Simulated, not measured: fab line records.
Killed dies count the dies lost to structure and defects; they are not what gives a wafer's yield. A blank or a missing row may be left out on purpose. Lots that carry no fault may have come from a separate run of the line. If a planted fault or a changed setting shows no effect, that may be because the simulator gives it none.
Which tool is to blame? | flow berkeley cmos170 | 33 wafers from 11 lots sampled at 5 of the route's 331 steps

== WHAT THE GAUGES SHOWED, per wafer ==
UCB170_NWELL_THK_MEAS_05.
lot  | measured    | on            | NWELL_NITRIDE_THK (nm)
L318 | day 2 04:41 | film metro-01 | 221.9 224.7 223.3
L319 | day 2 13:52 | film metro-02 | 226.1 227.7 225.7
L320 | day 2 18:01 | film metro-02 | 224.2 225.4 225.5
L322 | day 3 01:01 | film metro-01 | 225.6 226.2 225.7
L327 | day 4 03:40 | film metro-03 | 252.9 251.5 253.6 252.4 251.7 253.6
L328 | day 4 03:40 | film metro-02 | 250.9 254.5 255.1 250.6 254.3 254.9
L331 | day 4 21:25 | film metro-03 | 225.7 222.1 223.0
L335 | day 5 22:55 | film metro-02 | 220.5 221.7 218.2
L336 | day 5 22:56 | film metro-01 | 222.4 225.4 224.2
L337 | day 6 09:26 | film metro-02 | 223.9 223.1 224.4
L338 | day 6 09:28 | film metro-03 | 218.4 218.9 219.5

UCB170_PWELL_OVL_MEAS_13.
lot  | measured    | on         | PWELL_OVL (nm)
L318 | day 2 22:41 | overlay-02 | 0 -12 -9
L319 | day 3 13:15 | overlay-01 | -5 -6 -2
L320 | day 3 13:14 | overlay-02 | -11 -15 -8
L322 | day 3 20:22 | overlay-01 | 0 -6 -4
L331 | day 5 15:13 | overlay-01 | -4 -10 -9
L335 | day 6 15:23 | overlay-01 | -15 1 -2
L336 | day 6 15:12 | overlay-01 | -1 -4 -6
L337 | day 7 05:32 | overlay-02 | -1 -3 4
L338 | day 7 05:22 | overlay-02 | -2 -3 1

UCB170_PFIELD_OVL_MEAS_06.
lot  | measured    | on         | PFIELD_OVL (nm)
L318 | day 4 06:40 | overlay-01 | -4 -2 2
L319 | day 4 21:10 | overlay-01 | -4 -3 1
L320 | day 4 21:37 | overlay-01 | 5 4 4
L322 | day 5 01:37 | overlay-01 | 2 -6 -3
L331 | day 6 19:52 | overlay-01 | -8 -5 2
L335 | day 7 21:26 | overlay-01 | 1 6 -4
L336 | day 7 20:55 | overlay-02 | -6 1 -3
L337 | day 8 21:39 | overlay-02 | -8 1 -7
L338 | day 8 21:51 | overlay-02 | -5 -2 6

== WHICH TOOL RAN EACH LOT (tool, then ch and the chambers of the sampled wafers, then the start) ==
lot  | UCB170_NWELL_CVD_04        | UCB170_NWELL_ETCH_13
L318 | lpcvd-01 ch 0, day 2 02:45 | rie diel-03 ch 0,1,2, day 2 05:44
L319 | lpcvd-01 ch 0, day 2 11:55 | rie diel-01 ch 1,3, day 2 15:00
L320 | lpcvd-01 ch 0, day 2 16:04 | rie diel-01 ch 0,3, day 2 19:04
L322 | lpcvd-01 ch 1, day 2 23:05 | rie diel-03 ch 0,2,3, day 3 01:57
L327 | lpcvd-01 ch 0, day 4 01:44 | rie diel-02 ch 0,1, day 4 07:28
L328 | lpcvd-01 ch 1, day 4 01:44 | rie diel-03 ch 0,1,3, day 4 08:32
L331 | lpcvd-02 ch 1, day 4 18:31 | rie diel-02 ch 0,2,3, day 4 22:55
L335 | lpcvd-02 ch 1, day 5 20:59 | rie diel-03 ch 0,1, day 5 23:59
L336 | lpcvd-02 ch 1, day 5 20:59 | rie diel-01 ch 0,1, day 6 00:16
L337 | lpcvd-02 ch 0, day 6 07:31 | rie diel-03 ch 0,1,3, day 6 11:02
L338 | lpcvd-02 ch 0, day 6 07:31 | rie diel-02 ch 2,3, day 6 11:27
- UCB170_NWELL_CVD_04: deposits Si3N4 from SiH2Cl2/NH3, target thk 224 nm, time 3360 s.
- UCB170_NWELL_ETCH_13: etches Si3N4 in CH3F/Ar/O2, stops on SiO2, target depth 246.4 nm, time 154 s.

== AS READ BY THE TOOLS THEMSELVES (means over the sampled wafers that have a number; for cases with no such wafer, the mark the record gives instead) ==
UCB170_NWELL_CVD_04.
lot  | tool     | sih2cl2 flow sccm (sccm) | zone power centre pct (%)
L318 | lpcvd-01 | 24.91                    | 33.9
L319 | lpcvd-01 | 25.09                    | 34.0
L320 | lpcvd-01 | 24.95                    | 34.5
L322 | lpcvd-01 | 24.98                    | 39.3
L327 | lpcvd-01 | 37.56                    | 34.1
L328 | lpcvd-01 | 37.46                    | 39.8
L331 | lpcvd-02 | 25.15                    | 35.2
L335 | lpcvd-02 | 25.02                    | 35.3
L336 | lpcvd-02 | 24.95                    | 35.4
L337 | lpcvd-02 | 25.01                    | 40.8
L338 | lpcvd-02 | 24.99                    | 40.7

UCB170_NWELL_ETCH_13.
lot  | tool        | drypump motor current A (A) | oes product au (a.u.) | throttle valve pct (%)
L318 | rie diel-03 | 5.1                         | 0.925                 | 8.04
L319 | rie diel-01 | 5.2                         | 0.959                 | 8.10
L320 | rie diel-01 | 5.4                         | 0.953                 | 8.07
L322 | rie diel-03 | 5.5                         | 0.948                 | 8.14
L327 | rie diel-02 | 5.0                         | 0.985                 | 8.13
L328 | rie diel-03 | 5.3                         | 0.985                 | 8.02
L331 | rie diel-02 | 5.6                         | 0.921                 | 8.17
L335 | rie diel-03 | 4.9                         | 0.906                 | 7.92
L336 | rie diel-01 | 5.1                         | 0.940                 | 8.07
L337 | rie diel-03 | 5.3                         | 0.926                 | 8.02
L338 | rie diel-02 | 6.0                         | 0.927                 | 8.17

== THE ANSWER, worked out from the rows above alone ==
Rule: the usual values come from the lots themselves. The widest of any qualifying gaps counts: lots, ordered by their means at a reading, are off when they make up no more than a third of the lots, leave a main group of 4 or more, and stand apart from it by 3 or more times the standard deviation of that group's means. If all means in a main group match to the digits the tables above print for the reading, that group is not used. A lot without any number at a reading at which 4 lots or more have one is off too. All remaining lots with rows at the step are treated as sound. After the gauges, taken in route order, come the tools' own readings; for these a lot's mean is taken, as printed above. The first step at which some lot is off is used, and at that step the reading that is off furthest; a lot without a number counts as furthest.
Off: L327, L328, seen at UCB170_NWELL_THK_MEAS_05 (NWELL_NITRIDE_THK). The main group has a mean of 223.5 nm with a standard deviation of 2.3.
If a tool, at a process step before that reading, ran all the lots that are off and no sound lot after the first of them, it fits. Not tried: the gauges at UCB170_NWELL_THK_MEAS_05; whatever is off there is also off at UCB170_NWELL_CVD_04, on other tools, and gauge error can't account for it. One fits: UCB170_NWELL_CVD_04 on lpcvd-01. Its last sound lot is L322 (day 2 23:05), its first lot that is off L327 (day 4 01:44): a fault that began between those two fits.
On the lots that are off, the tool's own readings at UCB170_NWELL_CVD_04 differ by more than 5 times the standard deviation of the sound lots' means, which bears it out; sih2cl2 flow sccm reads 37.51 sccm there versus 25.01 sccm on the sound lots.

== WHAT HAD BEEN PUT IN BY THE SIMULATOR ==
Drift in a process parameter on lpcvd-01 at UCB170_NWELL_CVD_04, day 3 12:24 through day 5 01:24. The setting sih2cl2 flow sccm was moved by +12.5, starting from 25. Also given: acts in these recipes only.
Lots struck among those shown: L327, L328. This agrees with what the rule above found.
